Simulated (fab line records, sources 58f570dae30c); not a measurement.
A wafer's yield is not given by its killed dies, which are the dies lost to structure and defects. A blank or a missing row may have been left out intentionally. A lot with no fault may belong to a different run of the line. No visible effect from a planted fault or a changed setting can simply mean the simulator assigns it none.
Matching of chambers :: flow berkeley-cmos170 :: 3 sister chambers for UCB170_PWELL_WET_ETCH_19 on wet-bench-02
The step etches Si3N4 in H3PO4, time 14400 s. 14 wafers are shown with their chamber, then 4 later ones without.

## WAFERS, EACH WITH ITS CHAMBER
wafer: L614.2
chamber: 2
bath-guard-temp-C (C): 160.1
bath-heat-duty-pct (%): 30.5

wafer: L614.4
chamber: 2
bath-guard-temp-C (C): 160.4
bath-heat-duty-pct (%): 30.0

wafer: L614.5
chamber: 2
bath-guard-temp-C (C): 160.3
bath-heat-duty-pct (%): 31.8

wafer: L619.2
chamber: 3
bath-guard-temp-C (C): 159.1
bath-heat-duty-pct (%): 28.1

wafer: L619.3
chamber: 3
bath-guard-temp-C (C): 159.5
bath-heat-duty-pct (%): 27.4

wafer: L619.6
chamber: 3
bath-guard-temp-C (C): 159.1
bath-heat-duty-pct (%): 28.9

wafer: L626.1
chamber: 2
bath-guard-temp-C (C): 160.0
bath-heat-duty-pct (%): 27.9

wafer: L626.3
chamber: 2
bath-guard-temp-C (C): 160.5
bath-heat-duty-pct (%): 29.0

wafer: L626.5
chamber: 2
bath-guard-temp-C (C): 160.3
bath-heat-duty-pct (%): 29.3

wafer: L628.4
chamber: 3
bath-guard-temp-C (C): 158.7
bath-heat-duty-pct (%): 31.6

wafer: L628.5
chamber: 3
bath-guard-temp-C (C): 159.2
bath-heat-duty-pct (%): 28.0

wafer: L628.6
chamber: 3
bath-guard-temp-C (C): 158.9
bath-heat-duty-pct (%): 27.1

wafer: L631.3
chamber: 1
bath-guard-temp-C (C): 159.4
bath-heat-duty-pct (%): 24.2

wafer: L631.4
chamber: 1
bath-guard-temp-C (C): 160.0
bath-heat-duty-pct (%): 25.8

SIGNATURES, as means of the wafers listed above
reading: bath-guard-temp-C
chamber 1: 159.700
chamber 2: 160.267
chamber 3: 159.083
scatter within a chamber: 0.256

reading: bath-heat-duty-pct
chamber 1: 25.000
chamber 2: 29.750
chamber 3: 28.517
scatter within a chamber: 1.47
Rule: a wafer's distance from a chamber is the root of the sum, over the readings, of the square of ((its reading less the chamber's mean) divided by the reading's scatter). If the next closest chamber is less than 2 further off than the closest, the wafer can't be placed; otherwise it belongs to the closest. The scatter is the square root of a quotient: the sum, over the shown wafers, of each reading's squared deviation from its chamber's mean, divided by wafers minus chambers.

## WAFERS WHOSE CHAMBER IS MISSING
wafer: L631.6
bath-guard-temp-C (C): 159.8
bath-heat-duty-pct (%): 24.7

wafer: L632.1
bath-guard-temp-C (C): 160.5
bath-heat-duty-pct (%): 29.8

wafer: L632.2
bath-guard-temp-C (C): 160.3
bath-heat-duty-pct (%): 30.0

wafer: L632.4
bath-guard-temp-C (C): 160.4
bath-heat-duty-pct (%): 29.5

## WHICH CHAMBER EACH WENT THROUGH
wafer: L631.6
from the rows above: 1
in truth: 1

wafer: L632.1
from the rows above: 2
in truth: 2

wafer: L632.2
from the rows above: 2
in truth: 2

wafer: L632.4
from the rows above: 2
in truth: 2
Correctly placed: 4 of 4. Not placeable from these rows: 0. Placed wrongly: 0.
